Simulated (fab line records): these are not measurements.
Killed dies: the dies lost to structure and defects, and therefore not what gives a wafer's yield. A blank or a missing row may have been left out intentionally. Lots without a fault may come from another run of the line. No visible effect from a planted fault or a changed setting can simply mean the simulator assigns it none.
Which tool is to blame? || flow rit cmos || 42 wafers from 14 lots sampled at 2 of the route's 202 steps

## WHAT EACH GAUGE READ, for each wafer
RIT_NSD_TW_MEAS_10. Usual: NSD_TW typically reads 3128, with standard deviation 29.
{"lot": "L309", "measured": "day 3 18:42", "on": "film metro-03", "NSD_TW": "3092 3101 3080", "flag": ""}
{"lot": "L310", "measured": "day 3 21:47", "on": "film metro-04", "NSD_TW": "3098 3082 3111", "flag": ""}
{"lot": "L311", "measured": "day 4 02:07", "on": "film metro-01", "NSD_TW": "3144 3143 3138", "flag": ""}
{"lot": "L312", "measured": "day 4 07:33", "on": "film metro-03", "NSD_TW": "3089 3102 3090", "flag": ""}
{"lot": "L313", "measured": "day 4 11:37", "on": "film metro-03", "NSD_TW": "3111 3090 3103", "flag": ""}
{"lot": "L316", "measured": "day 5 02:48", "on": "film metro-01", "NSD_TW": "3130 3151 3144", "flag": ""}
{"lot": "L317", "measured": "day 5 09:37", "on": "film metro-01", "NSD_TW": "3142 3136 3158", "flag": ""}
{"lot": "L318", "measured": "day 5 12:02", "on": "film metro-01", "NSD_TW": "30 30 30", "flag": "OFF"}
{"lot": "L321", "measured": "day 6 03:12", "on": "film metro-01", "NSD_TW": "30 30 30", "flag": "OFF"}
{"lot": "L322", "measured": "day 6 07:37", "on": "film metro-01", "NSD_TW": "3148 3147 3162", "flag": ""}
{"lot": "L323", "measured": "day 6 12:10", "on": "film metro-01", "NSD_TW": "3146 3158 3155", "flag": ""}
{"lot": "L324", "measured": "day 6 18:47", "on": "film metro-04", "NSD_TW": "3077 3098 3076", "flag": ""}
{"lot": "L328", "measured": "day 7 14:20", "on": "film metro-01", "NSD_TW": "3138 3151 3152", "flag": ""}
{"lot": "L329", "measured": "day 7 18:59", "on": "film metro-01", "NSD_TW": "3160 3179 3147", "flag": ""}

## WHAT TOOL EACH LOT RAN ON (gives the tool, then ch and the chambers of the sampled wafers, and finally the start)
{"lot": "L309", "RIT_NSD_DEVELOP_05": "litho track-03 ch 0, day 3 18:00"}
{"lot": "L310", "RIT_NSD_DEVELOP_05": "litho track-01 ch 0, day 3 21:00"}
{"lot": "L311", "RIT_NSD_DEVELOP_05": "litho track-03 ch 0, day 4 01:00"}
{"lot": "L312", "RIT_NSD_DEVELOP_05": "litho track-01 ch 0, day 4 06:00"}
{"lot": "L313", "RIT_NSD_DEVELOP_05": "litho track-01 ch 0, day 4 10:00"}
{"lot": "L316", "RIT_NSD_DEVELOP_05": "litho track-04 ch 0, day 5 02:00"}
{"lot": "L317", "RIT_NSD_DEVELOP_05": "litho track-04 ch 0, day 5 08:00"}
{"lot": "L318", "RIT_NSD_DEVELOP_05": "litho track-04 ch 0, day 5 11:00"}
{"lot": "L321", "RIT_NSD_DEVELOP_05": "litho track-04 ch 0, day 6 02:00"}
{"lot": "L322", "RIT_NSD_DEVELOP_05": "litho track-03 ch 0, day 6 06:00"}
{"lot": "L323", "RIT_NSD_DEVELOP_05": "litho track-01 ch 0, day 6 11:00"}
{"lot": "L324", "RIT_NSD_DEVELOP_05": "litho track-01 ch 0, day 6 18:00"}
{"lot": "L328", "RIT_NSD_DEVELOP_05": "litho track-03 ch 0, day 7 13:00"}
{"lot": "L329", "RIT_NSD_DEVELOP_05": "litho track-01 ch 0, day 7 18:00"}
- RIT_NSD_DEVELOP_05: develop time 50 s.

## WHAT THE TOOLS THEMSELVES READ (means of the sampled wafers that have a number; where no wafer has one, the mark that the record gives instead)
RIT_NSD_DEVELOP_05. Usual: developer temp C 23.01 C, standard deviation 0.096; exhaust pa 44.9 Pa, standard deviation 0.79.
{"lot": "L309", "tool": "litho track-03", "developer temp C (C)": 23.01, "exhaust pa (Pa)": 45.0, "flag": ""}
{"lot": "L310", "tool": "litho track-01", "developer temp C (C)": 23.06, "exhaust pa (Pa)": 44.7, "flag": ""}
{"lot": "L311", "tool": "litho track-03", "developer temp C (C)": 23.18, "exhaust pa (Pa)": 45.2, "flag": ""}
{"lot": "L312", "tool": "litho track-01", "developer temp C (C)": 22.89, "exhaust pa (Pa)": 46.5, "flag": ""}
{"lot": "L313", "tool": "litho track-01", "developer temp C (C)": 23.11, "exhaust pa (Pa)": 45.9, "flag": ""}
{"lot": "L316", "tool": "litho track-04", "developer temp C (C)": 22.95, "exhaust pa (Pa)": 43.9, "flag": ""}
{"lot": "L317", "tool": "litho track-04", "developer temp C (C)": 23.07, "exhaust pa (Pa)": 45.1, "flag": ""}
{"lot": "L318", "tool": "litho track-04", "developer temp C (C)": 22.93, "exhaust pa (Pa)": 43.8, "flag": ""}
{"lot": "L321", "tool": "litho track-04", "developer temp C (C)": 23.08, "exhaust pa (Pa)": 44.7, "flag": ""}
{"lot": "L322", "tool": "litho track-03", "developer temp C (C)": 23.04, "exhaust pa (Pa)": 44.3, "flag": ""}
{"lot": "L323", "tool": "litho track-01", "developer temp C (C)": 23.09, "exhaust pa (Pa)": 45.0, "flag": ""}
{"lot": "L324", "tool": "litho track-01", "developer temp C (C)": 23.06, "exhaust pa (Pa)": 44.9, "flag": ""}
{"lot": "L328", "tool": "litho track-03", "developer temp C (C)": 23.03, "exhaust pa (Pa)": 45.3, "flag": ""}
{"lot": "L329", "tool": "litho track-01", "developer temp C (C)": 23.05, "exhaust pa (Pa)": 45.3, "flag": ""}

## THE ANSWER, worked out from the rows above alone
Rule: a lot is off if the mean of its wafers that have a number lies more than 3 standard deviations from the usual mean. Also off: a lot with no number at a reading for which 4 or more lots have one. The other lots that the step has rows for count as sound. First the gauges in route order, then the tools' own readings, where a lot's mean is used as printed above. The first step at which some lot is off is used, and at that step the reading that is off furthest; a lot without a number counts as furthest.
Off: L318, L321, at RIT_NSD_TW_MEAS_10 (NSD_TW).
If a tool, at a process step before that reading, ran all the lots that are off and no sound lot after the first of them, it fits. Gauges at RIT_NSD_TW_MEAS_10: tried the same way as those tools. One candidate fits, namely litho track-04 at RIT_NSD_DEVELOP_05. A fault onset in the window from L317 (day 5 08:00, its last sound lot) to L318 (day 5 11:00, its first lot off) fits.

## WHAT THE SIMULATOR PUT IN
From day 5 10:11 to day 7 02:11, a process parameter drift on litho track-04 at RIT_NSD_DEVELOP_05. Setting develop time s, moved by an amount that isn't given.
Shown lots that were struck: L318, L321. The same result came from the rule above.
